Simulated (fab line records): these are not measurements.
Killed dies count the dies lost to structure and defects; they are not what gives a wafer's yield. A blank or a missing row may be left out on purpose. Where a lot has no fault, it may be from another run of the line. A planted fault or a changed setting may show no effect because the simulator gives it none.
Which tool is to blame? | flow rit_cmos | Sampling: 12 lots, 36 wafers, 4 of 202 route steps

== WHAT THE GAUGES SHOWED, per wafer ==
RIT_ACTIVE_BOW_MEAS_00.
lot  | measured    | on            | INCOMING_BOW (um)
L948 | day 1 10:02 | film_metro-03 | -12 -10 1
L949 | day 1 15:01 | film_metro-03 | 4 -2 -3
L950 | day 1 20:02 | film_metro-03 | 4 -2 -7
L951 | day 2 01:02 | film_metro-04 | -3 5 -3
L952 | day 2 06:00 | film_metro-02 | 5 -1 8
L954 | day 2 16:01 | film_metro-02 | 11 -4 6
L956 | day 3 02:00 | film_metro-03 | -2 -5 1
L958 | day 3 12:00 | film_metro-04 | 1 -5 -1
L962 | day 4 08:00 | film_metro-04 | 0 4 9
L963 | day 4 13:01 | film_metro-04 | -8 4 2
L966 | day 5 04:04 | film_metro-04 | -8 -5 -4
L971 | day 6 05:00 | film_metro-04 | 3 6 -2

RIT_ACTIVE_THK_MEAS_02.
lot  | measured    | on            | ACTIVE_OXIDE_THK (nm)
L948 | day 1 12:04 | film_metro-04 | 46.8 46.4 46.8
L949 | day 1 18:59 | film_metro-02 | 47.0 46.6 47.0
L950 | day 1 22:04 | film_metro-02 | 47.9 47.7 47.1
L951 | day 2 03:04 | film_metro-02 | 47.8 48.0 47.5
L952 | day 2 08:06 | film_metro-04 | 46.8 46.9 47.1
L954 | day 2 19:01 | film_metro-03 | 46.8 46.9 47.2
L956 | day 3 06:04 | film_metro-02 | 48.4 47.4 48.2
L958 | day 3 19:13 | film_metro-04 | 47.6 49.0 49.1
L962 | day 4 10:03 | film_metro-03 | 47.0 46.2 47.2
L963 | day 4 15:04 | film_metro-02 | 46.8 46.3 47.0
L966 | day 5 07:07 | film_metro-04 | 48.5 47.2 48.3
L971 | day 6 07:03 | film_metro-02 | 44.9 44.9 45.1

RIT_GATE_OVL_MEAS_17.
lot  | measured    | on         | GATE_OVL (nm)
L948 | day 2 17:41 | overlay-02 | 2.1 3.4 1.6
L949 | day 2 22:54 | overlay-01 | 1.7 0.9 -1.0
L950 | day 2 23:16 | overlay-01 | -0.6 -1.7 -4.6
L951 | day 3 10:13 | overlay-01 | 0.4 -0.3 -1.1
L952 | day 3 12:07 | overlay-02 | 1.8 2.5 1.2
L954 | day 4 00:21 | overlay-02 | 0.4 2.6 0.7
L956 | day 4 15:41 | overlay-02 | 240.9 238.8 242.1 242.1 240.4 244.1
L958 | day 4 20:55 | overlay-02 | -0.5 -0.3 -0.4
L962 | day 5 16:05 | overlay-02 | 241.5 239.3 240.4 243.1 241.0 241.5
L963 | day 5 18:44 | overlay-01 | 0.3 0.0 -1.4
L966 | day 6 11:20 | overlay-02 | -1.1 -1.2 -0.8
L971 | day 7 18:26 | overlay-02 | 1.8 0.6 0.5

== TOOL THAT RAN EACH LOT (tool first, then ch and the chambers of the sampled wafers, then the start) ==
lot  | RIT_GATE_EXPOSE_13
L948 | iline_stepper-02 ch 0, day 2 17:11
L949 | iline_stepper-01 ch 0, day 2 21:17
L950 | iline_stepper-01 ch 0, day 2 22:42
L951 | iline_stepper-01 ch 0, day 3 09:43
L952 | iline_stepper-02 ch 0, day 3 11:25
L954 | iline_stepper-01 ch 0, day 3 23:51
L956 | iline_stepper-02 ch 0, day 4 15:10
L958 | iline_stepper-01 ch 0, day 4 20:07
L962 | iline_stepper-02 ch 0, day 5 15:34
L963 | iline_stepper-01 ch 0, day 5 18:13
L966 | iline_stepper-01 ch 0, day 6 10:52
L971 | iline_stepper-01 ch 0, day 7 17:55
- RIT_GATE_EXPOSE_13: exposes mask M6, target cd 150 nm.

== WHAT THE TOOLS THEMSELVES READ (means of the sampled wafers that have a number; where no wafer has one, the mark that the record gives instead) ==
The record holds no such reading with a usual standard deviation.

== THE ANSWER, worked out from the rows above alone ==
Rule: the usual values come from the lots themselves. Put in order of their means at a reading, lots are off if they are a third of the lots or fewer, leave a main group of 4 or more, and stand apart from it by a gap of 3 or more times the standard deviation of the main group's means; of several such gaps the widest counts. If all means in a main group match to the digits the tables above print for the reading, that group is not used. Also off: a lot with no number at a reading for which 4 or more lots have one. Where the step has rows for the other lots, those lots are counted as sound. First the gauges in route order, then the tools' own readings, where a lot's mean is used as printed above. At the first step where some lot is off, the reading lying furthest off is the one used; lots without a number count as furthest.
Off: L956, L962, at RIT_GATE_OVL_MEAS_17 (GATE_OVL). Mean 0.2 nm and standard deviation 1.3 in the main group.
If a tool, at a process step before that reading, ran all the lots that are off and no sound lot after the first of them, it fits. Gauges at RIT_GATE_OVL_MEAS_17: tried the same way as those tools. One candidate fits, namely iline_stepper-02 at RIT_GATE_EXPOSE_13. A fault onset in the window from L952 (day 3 11:25, its last sound lot) to L956 (day 4 15:10, its first lot off) fits.

== WHAT THE SIMULATOR PUT IN ==
Scanner matching overlay: iline_stepper-02, from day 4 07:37 on, at RIT_GATE_EXPOSE_13. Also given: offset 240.
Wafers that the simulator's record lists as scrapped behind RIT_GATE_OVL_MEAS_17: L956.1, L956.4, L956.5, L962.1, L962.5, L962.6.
Shown lots that were struck: L956, L962. The rule given above showed the same thing.
